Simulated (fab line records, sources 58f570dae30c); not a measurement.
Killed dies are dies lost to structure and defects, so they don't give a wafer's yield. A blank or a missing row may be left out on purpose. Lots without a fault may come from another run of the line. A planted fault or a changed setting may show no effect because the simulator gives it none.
Which tool did it? | flow berkeley_cmos170 | 14 lots, 42 wafers sampled, at 1 step of a route of 331

WHAT THE GAUGES READ, wafer by wafer
The record holds no reading of a measuring or inspecting step that can be judged against a usual standard deviation.

WHICH TOOL RAN EACH LOT (tool, then ch and the chambers of the sampled wafers, then the start)
lot  | UCB170_PFIELD_PEB_04
L893 | litho_track-02 ch 0, day 4 19:17
L894 | litho_track-04 ch 0, day 5 04:38
L896 | litho_track-03 ch 0, day 5 04:40
L898 | litho_track-03 ch 0, day 5 17:44
L899 | litho_track-03 ch 0, day 6 01:17
L904 | litho_track-02 ch 0, day 6 16:56
L907 | litho_track-03 ch 0, day 7 16:49
L906 | litho_track-04, day 7 17:04
L908 | litho_track-03, day 8 02:40
L913 | litho_track-04 ch 0, day 8 23:42
L912 | litho_track-02 ch 0, day 8 23:51
L914 | litho_track-04 ch 0, day 9 08:00
L915 | litho_track-03 ch 0, day 9 08:40
L916 | litho_track-02 ch 0, day 9 23:13
- UCB170_PFIELD_PEB_04

WHAT THE TOOLS THEMSELVES READ (means of the sampled wafers that have a number; where no wafer has one, the mark that the record gives instead)
UCB170_PFIELD_PEB_04. Usual: chill_plate_temp_C 23.00 C, standard deviation 0.1; exhaust_pa 45.1 Pa, standard deviation 0.83.
lot  | tool           | chill_plate_temp_C (C) | exhaust_pa (Pa) | flag
L893 | litho_track-02 | 22.94                  | 45.3            |
L894 | litho_track-04 | 23.09                  | 43.6            |
L896 | litho_track-03 | 22.90                  | 45.5            |
L898 | litho_track-03 | 23.02                  | 46.3            |
L899 | litho_track-03 | 23.05                  | 45.7            |
L904 | litho_track-02 | 23.04                  | 44.7            |
L907 | litho_track-03 | 23.00                  | 44.5            |
L906 | litho_track-04 | -                      | -               | OFF
L908 | litho_track-03 | -                      | -               | OFF
L913 | litho_track-04 | 23.06                  | 45.7            |
L912 | litho_track-02 | 23.00                  | 45.5            |
L914 | litho_track-04 | 23.16                  | 44.4            |
L915 | litho_track-03 | 22.99                  | 45.3            |
L916 | litho_track-02 | 22.93                  | 45.4            |

THE ANSWER, worked out from the rows above alone
Rule: a lot is off if the mean of its wafers that have a number lies more than 3 standard deviations from the usual mean. A lot without any number at a reading at which 4 lots or more have one is off too. The other lots that the step has rows for count as sound. The gauges are gone through in route order, then the tools' own readings, and for those a lot's mean is taken as printed above. The first step at which some lot is off is used, and at that step the reading that is off furthest; a lot without a number counts as furthest.
Off: L906, L908, at UCB170_PFIELD_PEB_04 (chill_plate_temp_C). Without a number there: L906, L908.
A tool fits if, at that step or a process step before it, it ran every lot that is off, and no sound lot after the first of them. None of those tried fits.

WHAT THE SIMULATOR HAD PUT IN
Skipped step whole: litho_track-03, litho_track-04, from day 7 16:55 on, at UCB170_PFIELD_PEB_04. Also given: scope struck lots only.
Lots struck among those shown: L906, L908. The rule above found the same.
